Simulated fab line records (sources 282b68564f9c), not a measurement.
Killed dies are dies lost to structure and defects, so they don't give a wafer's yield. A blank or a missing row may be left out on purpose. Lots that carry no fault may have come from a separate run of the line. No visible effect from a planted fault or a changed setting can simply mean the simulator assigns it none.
fab line records	flow rit_cmos
record lots=13	wafers=39	last_day=7
route steps=202 shown ACTIVE@14 FOX1@21 PSD@152 M1@202
lots that met no fault: from a run of the same line without faults
start_h: hours from the record's opening day to when the first of the lot's shown wafers began	wait_h: hours since the lot's step before	" identical to the entry in the row above	L1.1+2: a single row standing in for several wafers	- no value, or no start given	* or withheld: withheld	< > ~ a bound
route shown NAME@n: names a module that has steps shown in the file, with the first one's number in the route	usual: the fault-free wafers' mean and standard deviation	same: alike in all rows	chamber/n: place in a boat	sites: per-site readings	_std_site: standard deviation across them	_edge_site: inner sites' mean taken away from outer sites' mean	radius_mm: for every site, how far away it sits from the centre of the wafer	mask NAME#n: copy n	behind: the last tool/chamber to shape the wafer	hold: what put the lot on hold/how long, in hours/how the hold closed	device: transistor that didn't switch, given as n, p or np	end of line: tests run on the same wafers once the route is complete	where a step has no rows: the recipe by itself	killed: count of dies lost to structure and defects at first sort (not the wafer's yield)	map: the dies of a wafer, with x for killed, . for not killed, _ for no die there
set.NAME: the setting the step ran with; set.NAME@STEP: the setting that earlier step ran with	model.NAME: the simulator's own value behind a step, which no gauge read
steps of the route over a sample of lots; a table a step, a row a wafer
services: the hour from which a tool's chamber was out of use, counted from the record's first day as start_h (under 0 if before that day), plus the number of hours and why
## steps
# step RIT_ACTIVE_ETCH_13
# recipe stop_on=SiO2	chemistry=SF6	target=Si3N4	time_s=210	over_etch_frac=0.4	SF6_flow_sccm=200	pressure_mtorr=260	rf_w=125	target_depth_a=2100
# usual drypump_motor_current_A=5.8/0.4	oes_product_au=0.816/0.012	throttle_valve_pct=7.43/0.11
# same time_s=210
lot.wafer	tool	chamber	start_h	wait_h	drypump_motor_current_A	oes_product_au	rf_hours_counter_h	throttle_valve_pct
L660.2	rie_diel-04	1	15.03	0.1	5.7	0.843	59	7.36
L660.4	"	3	"	"	6.1	0.818	113	7.59
L660.6	"	2	"	"	6.2	0.828	-	7.68
L661.1	rie_diel-02	1	20.42	0.1	6.0	0.815	10	7.56
L661.3	"	3	"	"	5.3	0.807	114	7.32
L661.5	"	2	"	"	5.9	0.810	-	7.45
L663.1	rie_diel-04	0	30.06	0.1	5.9	0.792	121	7.38
L663.4	"	3	"	"	6.1	0.816	113	7.58
L663.5	"	1	"	"	5.7	0.841	-	7.38
L664.2	rie_diel-01	0	34.71	0.1	6.6	0.807	70	7.55
L664.3	"	1	"	"	5.2	0.825	4	7.44
L664.5	"	1	"	"	5.1	0.827	-	7.44
L665.2	rie_diel-01	2	40.45	0.1	5.7	0.826	158	7.28
L665.3	"	0	"	"	6.6	0.817	71	7.57
L665.5	"	2	"	"	5.7	0.824	-	7.28
L666.2	rie_diel-02	1	44.71	0.1	6.0	0.808	10	7.55
L666.5	"	1	"	"	6.0	0.800	-	7.56
L666.6	"	0	"	"	5.7	0.814	-	7.38
L668.1	rie_diel-02	2	54.96	0.1	5.9	0.816	102	7.44
L668.2	"	3	"	"	5.4	0.821	115	7.31
L668.6	"	0	"	"	5.7	0.816	-	7.38
L674.1	rie_diel-01	0	88.27	0.1	6.6	0.808	72	7.55
L674.3	"	1	"	"	5.2	0.826	5	7.43
L674.5	"	0	"	"	6.6	0.807	-	7.55
L675.2	rie_diel-04	1	89.71	0.1	5.7	0.841	61	7.38
L675.3	"	3	"	"	6.1	0.817	115	7.60
L675.4	"	1	"	"	5.7	0.839	-	7.36
L677.2	rie_diel-04	3	99.83	0.1	6.1	0.817	115	7.58
L677.3	"	1	"	"	5.7	0.833	61	7.38
L677.6	"	0	"	"	5.9	0.794	-	7.39
L680.1	rie_diel-02	3	114.71	0.1	5.3	0.809	116	7.33
L680.3	"	2	"	"	5.9	0.811	103	7.44
L680.6	"	0	"	"	5.7	0.817	-	7.38
L681.2	rie_diel-01	1	119.83	0.1	5.2	0.833	5	7.45
L681.4	"	0	"	"	6.6	0.812	-	7.57
L681.5	"	3	"	"	5.2	0.819	-	7.37
L683.1	rie_diel-01	1	129.71	0.1	5.2	0.834	6	7.44
L683.2	"	3	"	"	5.2	0.805	3	7.38
L683.3	"	2	"	"	5.7	0.820	0	7.29
# step RIT_ACTIVE_CLEAN_16
# recipe chemistry=dHF	dilution=50:1	time_s=30
# same time_s=30
lot.wafer	tool	chamber	start_h	wait_h
L660.2+4+6	wet_bench-04	0	15.63	0.0
L661.1+3+5	wet_bench-02	2	21.03	0.0
L663.1+4+5	wet_bench-02	0	30.67	0.0
L664.2+3+5	wet_bench-03	2	35.31	0.0
L665.2+3+5	wet_bench-04	1	41.05	0.0
L666.2+5+6	wet_bench-03	0	45.31	0.0
L668.1+2+6	wet_bench-04	1	55.57	0.0
L674.1+3+5	wet_bench-04	3	88.88	0.0
L675.2+3+4	wet_bench-03	1	90.31	0.0
L677.2+3+6	wet_bench-03	1	100.45	0.0
L680.1+3+6	wet_bench-02	2	115.31	0.0
L681.2+4+5	wet_bench-03	2	120.44	0.0
L683.1+2+3	wet_bench-02	2	130.31	0.0
# step RIT_FOX1_THK_MEAS_01
# recipe reads=SiO2_of_FOX1_OXIDATION_00
# usual FOX1_OXIDE_THK=350/8.1
lot.wafer	tool	chamber	start_h	wait_h	FOX1_OXIDE_THK[nm]
L660.2	film_metro-03	-	17.34	0.0	346
L660.4	"	-	"	"	345
L660.6	"	-	"	"	349
L661.1	film_metro-01	-	22.53	0.0	341
L661.3	"	-	"	"	339
L661.5	"	-	"	"	336
L663.1	film_metro-04	-	32.17	0.0	344
L663.4	"	-	"	"	353
L663.5	"	-	"	"	349
L664.2	film_metro-03	-	37.99	0.0	356
L664.3	"	-	"	"	348
L664.5	"	-	"	"	355
L665.2	film_metro-03	-	43.17	0.0	362
L665.3	"	-	"	"	356
L665.5	"	-	"	"	355
L666.2	film_metro-04	-	46.83	0.0	351
L666.5	"	-	"	"	345
L666.6	"	-	"	"	345
L668.1	film_metro-04	-	57.07	0.0	369
L668.2	"	-	"	"	370
L668.6	"	-	"	"	364
L674.1	film_metro-01	-	90.38	0.0	343
L674.3	"	-	"	"	348
L674.5	"	-	"	"	347
L675.2	film_metro-03	-	91.83	0.0	349
L675.3	"	-	"	"	347
L675.4	"	-	"	"	346
L677.2	film_metro-03	-	102.91	0.0	346
L677.3	"	-	"	"	347
L677.6	"	-	"	"	346
L680.1	film_metro-01	-	117.23	0.0	354
L680.3	"	-	"	"	354
L680.6	"	-	"	"	356
L681.2	film_metro-04	-	121.96	0.0	349
L681.4	"	-	"	"	344
L681.5	"	-	"	"	357
L683.1	film_metro-03	-	131.82	0.0	349
L683.2	"	-	"	"	353
L683.3	"	-	"	"	350
# step RIT_PSD_TW_MEAS_10
# usual PSD_TW=3486/35
lot.wafer	tool	chamber	start_h	wait_h	PSD_TW
L660.2	film_metro-03	-	50.30	0.1	3562
L660.4	"	-	"	"	3544
L660.6	"	-	"	"	3538
L661.1	film_metro-04	-	54.73	0.1	3443
L661.3	"	-	"	"	3462
L661.5	"	-	"	"	3461
L663.1	film_metro-03	-	64.55	0.1	3531
L663.4	"	-	"	"	3521
L663.5	"	-	"	"	3520
L664.2	film_metro-03	-	69.99	0.1	3522
L664.3	"	-	"	"	3530
L664.5	"	-	"	"	3548
L665.2	film_metro-03	-	75.45	0.1	3501
L665.3	"	-	"	"	3470
L665.5	"	-	"	"	3488
L666.2	film_metro-03	-	79.02	0.1	3519
L666.5	"	-	"	"	3492
L666.6	"	-	"	"	3487
L668.1	film_metro-04	-	90.32	0.1	3487
L668.2	"	-	"	"	3485
L668.6	"	-	"	"	3477
L675.2	film_metro-02	-	124.70	0.1	3461
L675.3	"	-	"	"	3446
L675.4	"	-	"	"	3475
L674.1	film_metro-03	-	125.16	0.1	3544
L674.3	"	-	"	"	3547
L674.5	"	-	"	"	3534
L677.2	film_metro-03	-	137.26	0.1	3520
L677.3	"	-	"	"	3541
L677.6	"	-	"	"	3537
L680.1	film_metro-03	-	148.10	0.1	3503
L680.3	"	-	"	"	3500
L680.6	"	-	"	"	3496
L681.2	film_metro-02	-	155.59	0.1	3442
L681.4	"	-	"	"	3431
L681.5	"	-	"	"	3447
L683.1	film_metro-03	-	164.56	0.1	3480
L683.2	"	-	"	"	3512
L683.3	"	-	"	"	3504
# step RIT_M1_PROBE_99
# usual killed_at_contacts=0.1/0.24	killed_at_front_end=6.8/2.8	killed_dies=6.9/2.8	killed_on_rim=1.8/1.4	killed_open=3.3/1.9	killed_short=3.5/1.8
# same gross_dies=264	killed_at_M0_to_M3=0	killed_at_M4_up=0	killed_at_back_side=0	killed_at_other=0
lot.wafer	tool	chamber	start_h	wait_h	killed_at_contacts	killed_at_front_end	killed_dies	killed_on_rim	killed_open	killed_short
L666.2	prober-01	-	87.24	0.1	0	8	8	1	2	6
L666.5	prober-01	-	87.39	0.2	0	9	9	1	6	3
L666.6	prober-01	-	87.44	0.2	0	7	7	3	4	3
L668.1	prober-01	-	98.24	0.1	0	2	2	1	2	0
L668.2	prober-01	-	98.29	0.1	0	5	5	1	3	2
L668.6	prober-01	-	98.49	0.2	0	5	5	1	2	3
L675.2	prober-01	-	133.49	0.1	0	7	7	1	4	3
L675.3	prober-01	-	133.54	0.2	0	12	12	2	5	7
L675.4	prober-01	-	133.59	0.2	0	4	4	0	2	2
L674.1	prober-01	-	133.74	0.4	0	19	19	9	3	1
L674.3	prober-01	-	133.84	0.5	0	20	20	9	0	5
L674.5	prober-01	-	133.94	0.5	0	25	25	10	3	4
# killed by level:class
L666.2 GATE:geometric_particle:short=4 FOX1:geometric_particle:short=1 FOX1:geometric_particle:open=1 GATE:geometric_particle:open=1 SPACER:geometric_particle:short=1
L666.5 GATE:geometric_particle:open=5 ACTIVE:geometric_particle:short=1 FOX2:geometric_particle:open=1 GATE:geometric_particle:short=1 SPACER:geometric_particle:short=1
L666.6 GATE:geometric_particle:short=3 FOX1:geometric_particle:open=1 GATE:geometric_particle:open=1 REOX:geometric_particle:open=1 SPACER:geometric_particle:open=1
L668.1 GATE:geometric_particle:open=1 SPACER:geometric_particle:open=1
L668.2 FOX1:geometric_particle:short=2 GATE:geometric_particle:open=2 SILICIDE:geometric_particle:open=1
L668.6 SPACER:geometric_particle:short=2 FOX2:geometric_particle:short=1 GATE:geometric_particle:open=1 SILICIDE:geometric_particle:open=1
L675.2 GATE:geometric_particle:open=2 FOX2:geometric_particle:open=1 GATE:geometric_particle:short=1 REOX:geometric_particle:short=1 SPACER:geometric_particle:open=1 SILICIDE:geometric_particle:short=1
L675.3 GATE:geometric_particle:open=3 SPACER:geometric_particle:short=3 SILICIDE:geometric_particle:short=2 FOX1:geometric_particle:open=1 FOX2:geometric_particle:short=1 FOX2:geometric_particle:open=1 REOX:geometric_particle:short=1
L675.4 REOX:geometric_particle:short=1 SPACER:geometric_particle:open=1 SPACER:geometric_particle:short=1 SILICIDE:geometric_particle:open=1
L674.1 ACTIVE:unspecified=15 FOX1:geometric_particle:open=1 GATE:geometric_particle:short=1 GATE:geometric_particle:open=1 REOX:geometric_particle:open=1
L674.3 ACTIVE:unspecified=15 FOX2:geometric_particle:short=3 GATE:geometric_particle:short=1 SPACER:geometric_particle:short=1
L674.5 ACTIVE:unspecified=18 FOX1:geometric_particle:short=2 FOX2:geometric_particle:open=1 GATE:geometric_particle:short=1 GATE:geometric_particle:open=1 REOX:geometric_particle:short=1 SILICIDE:geometric_particle:open=1
## services
tool	chamber	start_h	hours	kind
rie_diel-04	2	57.23	6.5	repair
rie_diel-04	2	87.32	-	clean
rie_diel-04	2	87.32	18.1	scheduled_down
rie_diel-04	2	87.32	18.1	vent_cycle
wet_bench-04	-	89.14	0.6	repair
rie_diel-04	3	101.87	3.9	repair
rie_diel-02	1	102.31	16.7	repair
rie_diel-02	0	102.37	5.3	repair
rie_diel-01	2	105.66	-	clean
rie_diel-01	2	105.66	15.9	scheduled_down
rie_diel-01	2	105.66	15.9	vent_cycle
rie_diel-04	-	117.20	15.6	pm
## key
first_sign step=RIT_M1_PROBE_99	reading=killed_at_front_end	direction=up	sigmas=5.2	usual=6.8	struck=21.3
effect step=RIT_M1_PROBE_99	reading=killed_dies	direction=up	sigmas=5.2	usual=6.9	struck=21.3
met_at RIT_ACTIVE_CLEAN_16
struck_lots L674
struck_wafers L674.1,L674.3,L674.5
tester_left_out L674
not_acting_at RIT_ACTIVE_ETCH_13,RIT_FOX1_THK_MEAS_01,RIT_PSD_TW_MEAS_10
fault kind=chamber_particle_source	tool=wet_bench-04	chamber=3	onset_h=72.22	steps=RIT_ACTIVE_CLEAN_16	rate_per_visit_cm2=0.94966	end_h=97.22
# tester_left_out: of these lots the tester's yield and bins aren't shown, on N5 and GAA mostly nor the transistor test; their killed dies are dies lost to structure and defects alone, not to doping, threshold or leakage, so they don't give the yield
